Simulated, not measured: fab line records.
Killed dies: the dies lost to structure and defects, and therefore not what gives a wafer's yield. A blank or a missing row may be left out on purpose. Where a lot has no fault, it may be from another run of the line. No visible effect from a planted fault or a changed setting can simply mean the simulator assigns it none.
2 desks, one fault	flow rit cmos	each desk holds nothing but its own numbers, with what lay behind them at the end

## AT THE TOOL OWNER'S DESK: furnace-03
The tool's own readings at RIT_FOX1_OXIDATION_00 (target thk 350.7 nm, ox time 1130 s): means of the sampled wafers that have a number, for each lot that ran on this tool. If a lot's mean is further than 4 standard deviations from the usual mean, the lot is out of limits and carries the mark OUT (the distance appears in the brackets).
Columns: A = spike tc load C at RIT_FOX1_OXIDATION_00, usual 1127.9 C; B = tube_center_temp_C_max at RIT_FOX1_OXIDATION_00, usual 1102.8
lot	first seen here	A	B
L270	day 3 03:56	1127.1	1102.5
L275	day 4 08:19	1127.2	1103.2
L277	day 4 18:28	1127.5	1102.9
L279	day 5 05:05	1126.9	1102.7
This desk found nothing out of limits on any of the 4 lots.

## METROLOGY DESK
What the gauges read, lot by lot, whatever tool the lot ran on: means of the sampled wafers that have a number. If a lot's mean is further than 4 standard deviations from the usual mean, the lot is out of limits and carries the mark OUT (the distance appears in the brackets).
Columns: A = FOX1_OXIDE_THK at RIT_FOX1_THK_MEAS_01, usual 345 nm
lot	first seen here	A
L264	day 1 23:30	346
L266	day 2 10:11	344
L267	day 2 13:37	345
L268	day 2 20:33	347
L269	day 3 01:01	352
L270	day 3 05:15	344
L271	day 3 12:37	345
L274	day 4 05:05	335
L275	day 4 09:37	344
L277	day 4 19:48	218 (-22) OUT
L279	day 5 06:23	226 (-21) OUT
L284	day 6 03:32	347
L286	day 6 14:25	349
L285	day 6 14:26	359
This desk finds L277, L279 out of limits, with the earliest case on L277 at day 4 19:48 (FOX1_OXIDE_THK at RIT_FOX1_THK_MEAS_01). Within limits: L264, L266, L267, L268, L269, L270, L271, L274, L275, L284, L286, L285.

## BROUGHT TOGETHER
Metrology desk: alarm possible at day 4 19:48 on L277, L279.
Nothing out of limits was seen by the tool owner's desk.
On record at the tool owner's desk: L277, L279, within its limits.
All the named lots went through RIT_FOX1_OXIDATION_00 on furnace-03.

## WHAT THE SIMULATOR HAD PUT IN
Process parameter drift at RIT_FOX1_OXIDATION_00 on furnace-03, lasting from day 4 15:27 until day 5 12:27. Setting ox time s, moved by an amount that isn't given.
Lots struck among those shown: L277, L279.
Delay in hours, fault start to first out-of-limits reading, per desk: metrology desk 4.
